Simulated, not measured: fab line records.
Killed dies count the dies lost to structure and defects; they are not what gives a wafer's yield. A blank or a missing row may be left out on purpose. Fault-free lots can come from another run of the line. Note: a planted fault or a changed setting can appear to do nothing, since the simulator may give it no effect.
The tool behind it: which one? :: flow berkeley_cmos170 :: 14 lots (42 wafers sampled), 1 step of a 331-step route

## WHAT EACH GAUGE READ, for each wafer
UCB170_NLDD_TW_MEAS_11.
lot: L857
measured: day 6 06:33
on: film_metro-01
NLDD_TW: 2196 2196 2183

lot: L860
measured: day 6 06:41
on: film_metro-01
NLDD_TW: 2192 2204 2201

lot: L859
measured: day 6 06:56
on: film_metro-03
NLDD_TW: 2212 2224 2209

lot: L861
measured: day 6 17:08
on: film_metro-02
NLDD_TW: 2260 2249 2244

lot: L863
measured: day 6 22:55
on: film_metro-01
NLDD_TW: 2204 2199 2185

lot: L865
measured: day 7 11:51
on: film_metro-01
NLDD_TW: 2193 2194 2190

lot: L867
measured: day 7 20:53
on: film_metro-02
NLDD_TW: 2238 2244 2240

lot: L869
measured: day 8 05:27
on: film_metro-03
NLDD_TW: 2213 2216 2216

lot: L868
measured: day 8 05:53
on: film_metro-03
NLDD_TW: 2208 2213 2211

lot: L870
measured: day 8 20:15
on: film_metro-01
NLDD_TW: 2191 2197 2194

lot: L877
measured: day 10 08:11
on: film_metro-02
NLDD_TW: 2229 2235 2236

lot: L878
measured: day 10 15:13
on: film_metro-01
NLDD_TW: 2206 2190 2196

lot: L879
measured: day 10 23:38
on: film_metro-03
NLDD_TW: 2213 2220 2208

lot: L880
measured: day 10 23:47
on: film_metro-02
NLDD_TW: 2229 2240 2227

## EACH LOT AND THE TOOL THAT RAN IT (in order: tool; ch and the chambers of the sampled wafers; start)
Before these readings, the record contains no process step.

## WHAT THE TOOLS THEMSELVES READ (means of the sampled wafers that have a number; where no wafer has one, the mark that the record gives instead)
The record holds no such reading with a usual standard deviation.

## THE ANSWER, worked out from the rows above alone
Rule: usual is defined by the lots themselves. Put in order of their means at a reading, lots are off if they are a third of the lots or fewer, leave a main group of 4 or more, and stand apart from it by a gap of 3 or more times the standard deviation of the main group's means; of several such gaps the widest counts. If all means in a main group match to the digits the tables above print for the reading, that group is not used. Also off: a lot with no number at a reading for which 4 or more lots have one. Where the step has rows for the other lots, those lots are counted as sound. After the gauges, taken in route order, come the tools' own readings; for these a lot's mean is taken, as printed above. At the first step where some lot is off, the reading lying furthest off is the one used; lots without a number count as furthest.
Nothing can be told from this: no lot is off at any reading shown.

## WHAT WAS PUT IN BY THE SIMULATOR
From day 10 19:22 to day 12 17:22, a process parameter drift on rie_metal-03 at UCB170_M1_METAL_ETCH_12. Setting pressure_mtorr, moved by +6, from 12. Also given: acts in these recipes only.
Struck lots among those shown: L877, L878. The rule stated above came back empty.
